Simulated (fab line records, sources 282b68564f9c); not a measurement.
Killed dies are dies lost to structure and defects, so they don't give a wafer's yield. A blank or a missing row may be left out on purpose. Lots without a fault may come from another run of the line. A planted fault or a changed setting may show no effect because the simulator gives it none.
A sampling plan put to the test | flow rit_cmos | one fab line, 31 faults that these records tell of, each judged on the records of the lots that it struck
The plan is the line's own looks: the steps of the route at which a gauge or an inspection reads the wafer and doesn't change it. A look can be judged if struck wafers have a number there and the file gives its usual mean and standard deviation on fault-free wafers. Caught: at a look after the fault's first step, the mean of the struck wafers lies 4 or more of those standard deviations (sigma) from the usual mean. On the tool: the same test on the tool's own readings at the fault's steps. Another recipe on the struck wafers, or a record that is blank for them alone, also counts as caught.

THE FAULTS, as the simulator had put them in
1. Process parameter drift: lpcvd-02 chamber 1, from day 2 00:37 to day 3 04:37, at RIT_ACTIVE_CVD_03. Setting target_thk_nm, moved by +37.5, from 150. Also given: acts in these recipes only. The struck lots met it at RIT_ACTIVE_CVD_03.
2. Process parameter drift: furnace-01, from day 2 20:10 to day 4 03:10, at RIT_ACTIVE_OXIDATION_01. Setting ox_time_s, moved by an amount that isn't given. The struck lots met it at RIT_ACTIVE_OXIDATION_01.
3. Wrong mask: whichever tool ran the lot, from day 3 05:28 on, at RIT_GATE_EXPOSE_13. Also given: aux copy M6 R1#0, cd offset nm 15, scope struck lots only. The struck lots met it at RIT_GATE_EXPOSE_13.
4. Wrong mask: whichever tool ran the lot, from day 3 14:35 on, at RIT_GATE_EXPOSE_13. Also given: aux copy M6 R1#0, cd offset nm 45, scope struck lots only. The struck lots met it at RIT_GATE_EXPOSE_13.
5. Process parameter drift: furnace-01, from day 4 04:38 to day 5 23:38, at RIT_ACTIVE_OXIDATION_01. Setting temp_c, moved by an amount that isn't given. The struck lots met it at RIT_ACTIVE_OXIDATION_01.
6. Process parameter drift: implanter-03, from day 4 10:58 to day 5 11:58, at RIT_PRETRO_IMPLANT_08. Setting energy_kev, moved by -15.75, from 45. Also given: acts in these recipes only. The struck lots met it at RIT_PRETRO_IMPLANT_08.
7. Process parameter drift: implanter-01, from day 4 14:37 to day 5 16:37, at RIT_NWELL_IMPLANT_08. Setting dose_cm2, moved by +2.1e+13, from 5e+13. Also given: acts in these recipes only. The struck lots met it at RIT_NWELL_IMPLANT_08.
8. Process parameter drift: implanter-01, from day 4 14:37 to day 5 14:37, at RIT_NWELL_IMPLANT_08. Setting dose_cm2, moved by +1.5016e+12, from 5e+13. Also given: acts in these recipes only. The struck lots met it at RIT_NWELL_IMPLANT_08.
9. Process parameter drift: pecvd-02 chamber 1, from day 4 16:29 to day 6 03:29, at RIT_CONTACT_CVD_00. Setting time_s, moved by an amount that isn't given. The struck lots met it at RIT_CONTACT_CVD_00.
10. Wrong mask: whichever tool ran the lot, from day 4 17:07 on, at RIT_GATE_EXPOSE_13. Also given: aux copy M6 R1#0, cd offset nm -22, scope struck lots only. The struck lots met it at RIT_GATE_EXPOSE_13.
11. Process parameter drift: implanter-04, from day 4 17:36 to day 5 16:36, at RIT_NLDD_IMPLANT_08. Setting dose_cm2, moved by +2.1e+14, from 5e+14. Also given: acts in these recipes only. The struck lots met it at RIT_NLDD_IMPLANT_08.
12. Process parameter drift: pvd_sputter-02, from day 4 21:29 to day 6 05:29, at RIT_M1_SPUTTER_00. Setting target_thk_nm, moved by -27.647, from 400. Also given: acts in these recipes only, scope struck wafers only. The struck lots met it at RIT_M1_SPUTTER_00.
13. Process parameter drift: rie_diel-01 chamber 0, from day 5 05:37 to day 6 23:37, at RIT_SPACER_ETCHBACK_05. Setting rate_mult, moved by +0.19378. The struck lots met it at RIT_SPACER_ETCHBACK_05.
14. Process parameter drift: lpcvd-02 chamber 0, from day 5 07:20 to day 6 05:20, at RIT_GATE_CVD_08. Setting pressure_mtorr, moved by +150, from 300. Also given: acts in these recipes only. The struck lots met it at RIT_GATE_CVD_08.
15. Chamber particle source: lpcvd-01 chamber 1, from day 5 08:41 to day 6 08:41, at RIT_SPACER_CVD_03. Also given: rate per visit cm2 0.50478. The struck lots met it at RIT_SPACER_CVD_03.
16. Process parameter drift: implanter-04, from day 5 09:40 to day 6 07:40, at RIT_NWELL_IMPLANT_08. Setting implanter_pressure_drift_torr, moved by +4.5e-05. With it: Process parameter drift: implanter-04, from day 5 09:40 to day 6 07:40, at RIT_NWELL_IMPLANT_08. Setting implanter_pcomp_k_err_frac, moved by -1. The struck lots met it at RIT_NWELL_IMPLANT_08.
17. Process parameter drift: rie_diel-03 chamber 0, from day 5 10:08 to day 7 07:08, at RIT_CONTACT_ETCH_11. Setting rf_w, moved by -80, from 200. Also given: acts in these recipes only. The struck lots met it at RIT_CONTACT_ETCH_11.
18. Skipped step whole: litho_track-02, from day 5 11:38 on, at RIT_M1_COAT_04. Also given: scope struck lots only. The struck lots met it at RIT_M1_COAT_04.
19. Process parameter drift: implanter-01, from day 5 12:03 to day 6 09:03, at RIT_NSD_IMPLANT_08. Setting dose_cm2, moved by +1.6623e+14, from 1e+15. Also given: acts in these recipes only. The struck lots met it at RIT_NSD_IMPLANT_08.
20. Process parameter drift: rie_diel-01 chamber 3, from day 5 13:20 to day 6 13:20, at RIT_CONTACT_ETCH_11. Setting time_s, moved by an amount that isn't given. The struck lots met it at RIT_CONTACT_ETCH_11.
21. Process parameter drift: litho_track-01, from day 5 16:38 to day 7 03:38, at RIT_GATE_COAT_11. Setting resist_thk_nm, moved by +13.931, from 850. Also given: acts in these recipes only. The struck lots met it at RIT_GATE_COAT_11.
22. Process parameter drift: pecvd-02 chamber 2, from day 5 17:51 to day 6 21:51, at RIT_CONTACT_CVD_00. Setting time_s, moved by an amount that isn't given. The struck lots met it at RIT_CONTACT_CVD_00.
23. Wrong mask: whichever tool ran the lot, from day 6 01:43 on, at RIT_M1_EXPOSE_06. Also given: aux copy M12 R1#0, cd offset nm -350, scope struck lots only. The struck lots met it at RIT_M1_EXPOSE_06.
24. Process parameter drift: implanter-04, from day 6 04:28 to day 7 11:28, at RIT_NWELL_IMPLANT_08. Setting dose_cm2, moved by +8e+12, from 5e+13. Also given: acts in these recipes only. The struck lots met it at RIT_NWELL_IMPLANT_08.
25. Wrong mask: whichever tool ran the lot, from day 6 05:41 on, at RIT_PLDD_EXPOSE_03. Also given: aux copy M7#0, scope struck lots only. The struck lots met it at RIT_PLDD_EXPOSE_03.
26. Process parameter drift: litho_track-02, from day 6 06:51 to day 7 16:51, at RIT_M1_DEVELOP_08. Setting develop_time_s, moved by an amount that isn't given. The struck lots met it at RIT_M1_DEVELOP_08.
27. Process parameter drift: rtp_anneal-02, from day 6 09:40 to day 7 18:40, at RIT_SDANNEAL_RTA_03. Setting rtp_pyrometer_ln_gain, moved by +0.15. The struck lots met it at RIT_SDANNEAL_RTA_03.
28. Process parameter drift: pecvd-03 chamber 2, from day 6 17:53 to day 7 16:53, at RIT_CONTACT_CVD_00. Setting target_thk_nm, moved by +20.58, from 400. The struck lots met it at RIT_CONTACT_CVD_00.
29. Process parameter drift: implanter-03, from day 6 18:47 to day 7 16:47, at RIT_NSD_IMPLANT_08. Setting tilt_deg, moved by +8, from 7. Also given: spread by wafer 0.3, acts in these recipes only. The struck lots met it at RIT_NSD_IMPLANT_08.
30. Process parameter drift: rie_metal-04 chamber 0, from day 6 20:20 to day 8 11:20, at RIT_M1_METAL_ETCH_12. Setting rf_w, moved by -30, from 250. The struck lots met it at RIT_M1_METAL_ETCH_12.
31. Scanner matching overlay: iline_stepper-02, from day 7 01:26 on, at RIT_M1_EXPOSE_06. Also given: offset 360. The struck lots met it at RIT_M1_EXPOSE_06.

WHAT THE PLAN SAW
fault | on the tool itself                               | first look that catches it                      | reading, sigma                                               | median hours from its first step to that look | hours from the fault's start to the first struck lot there | judged looks passed uncaught
1     | under 2 sigma                                    | RIT_ACTIVE_THK_MEAS_04                          | ACTIVE_NITRIDE_THK +25                                       | 1.4                                           | 4                                                          | 0
2     | no reading that can be judged                    | RIT_ACTIVE_THK_MEAS_02                          | ACTIVE_OXIDE_THK -13                                         | 1.9                                           | 15                                                         | 0
3     | under 2 sigma                                    | RIT_GATE_CD_MEAS_16                             | cd_nm +7.6                                                   | 0.4                                           | 2                                                          | 0
4     | under 2 sigma                                    | RIT_GATE_CD_MEAS_16                             | cd_nm +20                                                    | 0.4                                           | 4                                                          | 0
5     | spike_tc_centre_C +12 sigma                      | RIT_ACTIVE_THK_MEAS_02                          | ACTIVE_OXIDE_THK +5.1                                        | 1.9                                           | 17                                                         | 0
6     | beam_energy_keV -99 or beyond sigma              | RIT_PRETRO_TW_MEAS_10                           | PRETRO_TW -13                                                | 0.3                                           | 2                                                          | 0
7     | dose_ions_cm2 +99 or beyond sigma                | RIT_NWELL_TW_MEAS_10                            | NWELL_TW +15                                                 | 0.3                                           | 7                                                          | 0
8     | dose_ions_cm2 +28 sigma                          | RIT_WELLDRIVE_RS_MEAS_01                        | NWELL_RS -5.8                                                | 8.0                                           | 15                                                         | 0
9     | run_length_s +62 sigma                           | RIT_CONTACT_THK_MEAS_01                         | CONTACT_TEOS_THK +57                                         | 0.1                                           | 9                                                          | 0
10    | no reading that can be judged                    | RIT_GATE_CD_MEAS_16                             | cd_nm -9.3                                                   | 0.4                                           | 3                                                          | 0
11    | dose_ions_cm2 +99 or beyond sigma                | RIT_NLDD_TW_MEAS_10                             | NLDD_TW +14                                                  | 0.3                                           | 2                                                          | 0
12    | under 2 sigma                                    | RIT_M1_RS_MEAS_01                               | M1_AL_RS +8.4                                                | 0.3                                           | 11                                                         | 0
13    | under 2 sigma                                    | none of the 7 looks that can be judged after it | -                                                            | -                                             | -                                                          | 7
14    | pressure_mtorr +99 or beyond sigma               | RIT_GATE_THK_MEAS_09                            | GATE_POLY_THK +27                                            | 1.6                                           | 6                                                          | 0
15    | no reading that can be judged                    | none of the 2 looks that can be judged after it | -                                                            | -                                             | -                                                          | 2
16    | end_station_pressure_torr +99 or beyond sigma    | RIT_WELLDRIVE_RS_MEAS_01                        | NWELL_RS -18                                                 | 7.5                                           | 10                                                         | 1
17    | rf_fwd_power_W -99 or beyond sigma               | no look after it can be judged                  | -                                                            | -                                             | -                                                          | 0
18    | the tool's record is blank for the struck wafers | no look after it can be judged                  | -                                                            | -                                             | -                                                          | 0
19    | dose_ions_cm2 +99 or beyond sigma                | RIT_NSD_TW_MEAS_10                              | NSD_TW +6.0                                                  | 0.3                                           | 5                                                          | 0
20    | run_length_s +99 or beyond sigma                 | no look after it can be judged                  | -                                                            | -                                             | -                                                          | 0
21    | no reading that can be judged                    | none of the 2 looks that can be judged after it | -                                                            | -                                             | -                                                          | 2
22    | under 2 sigma                                    | none of the 2 looks that can be judged after it | strongest: CONTACT_TEOS_THK at RIT_CONTACT_THK_MEAS_01, +3.4 | -                                             | -                                                          | 2
23    | no reading that can be judged                    | RIT_M1_CD_MEAS_09                               | cd_nm -99 or beyond                                          | 0.4                                           | 3                                                          | 0
24    | dose_ions_cm2 +99 or beyond sigma                | RIT_NWELL_TW_MEAS_10                            | NWELL_TW +5.9                                                | 0.3                                           | 3                                                          | 0
25    | no reading that can be judged                    | RIT_PLDD_TW_MEAS_10                             | PLDD_TW -99 or beyond                                        | 0.9                                           | 3                                                          | 0
26    | no reading that can be judged                    | not the one look that can be judged after it    | strongest: cd_nm at RIT_M1_CD_MEAS_09, -3.8                  | -                                             | -                                                          | 1
27    | under 2 sigma                                    | RIT_SDANNEAL_RS_MEAS_04                         | PSD_RS +39                                                   | 0.1                                           | 5                                                          | 0
28    | only faintly: heater_power_w +2.1 sigma          | RIT_CONTACT_THK_MEAS_01                         | CONTACT_TEOS_THK +4.6                                        | 0.1                                           | 6                                                          | 0
29    | no reading that can be judged                    | no look after it can be judged                  | -                                                            | -                                             | -                                                          | 0
30    | rf_fwd_power_W -39 sigma                         | no look after it can be judged                  | -                                                            | -                                             | -                                                          | 0
31    | under 2 sigma                                    | RIT_M1_OVL_MEAS_10                              | M1_OVL +99 or beyond                                         | 0.5                                           | 2                                                          | 0
A dash: the fault isn't caught, or these records don't give the number.

Caught at a look: 21 of 31. Caught on the tool: 14 of 31. By one or the other: 25 of 31.
Caught on the tool alone: faults 17, 18, 20, 30.
Caught at a look alone: faults 1, 2, 3, 4, 10, 12, 23, 25, 27, 28, 31.
Caught by neither: faults 13, 15, 21, 22, 26, 29.

THINNER SAMPLING
If the look that catches a fault measured only every second or every third lot, by lot number, the first struck lot would be measured this late in the worst case:
fault | struck lots at that look, in order of time | every lot | every second lot | every third lot
1     | L210                                       | 4 h       | may miss it      | may miss it
2     | L230, L231                                 | 15 h      | 19 h             | may miss all 2
3     | L299                                       | 2 h       | may miss it      | may miss it
4     | L180                                       | 4 h       | may miss it      | may miss it
5     | L722, L724                                 | 17 h      | may miss all 2   | may miss all 2
6     | L313, L317                                 | 2 h       | may miss all 2   | may miss all 2
7     | L867, L868                                 | 7 h       | 13 h             | may miss all 2
8     | L914, L915                                 | 15 h      | 21 h             | may miss all 2
9     | L833, L836                                 | 9 h       | 19 h             | may miss all 2
10    | L182                                       | 3 h       | may miss it      | may miss it
11    | L101, L103                                 | 2 h       | may miss all 2   | may miss all 2
12    | L286                                       | 11 h      | may miss it      | may miss it
14    | L248, L249                                 | 6 h       | 13 h             | may miss all 2
16    | L862, L864                                 | 10 h      | may miss all 2   | may miss all 2
19    | L230, L233                                 | 5 h       | 21 h             | may miss all 2
23    | L689                                       | 3 h       | may miss it      | may miss it
24    | L983, L984                                 | 3 h       | 8 h              | may miss all 2
25    | L914                                       | 3 h       | may miss it      | may miss it
27    | L293, L295                                 | 5 h       | may miss all 2   | may miss all 2
28    | L909, L912                                 | 6 h       | 21 h             | may miss all 2
31    | L274, L275, L276, L277                     | 2 h       | 10 h             | 16 h
Hours are from the fault's start to the first struck lot that is measured. The limit of 4 sigma was tested on all struck wafers together, so one lot alone may lie under it. Other struck lots may not be in these records.

THE LONGEST TIMED WAY FROM STEP TO LOOK
Fault 8: a median of 8.0 hours passes between RIT_NWELL_IMPLANT_08 and RIT_WELLDRIVE_RS_MEAS_01. No look between them can be judged.
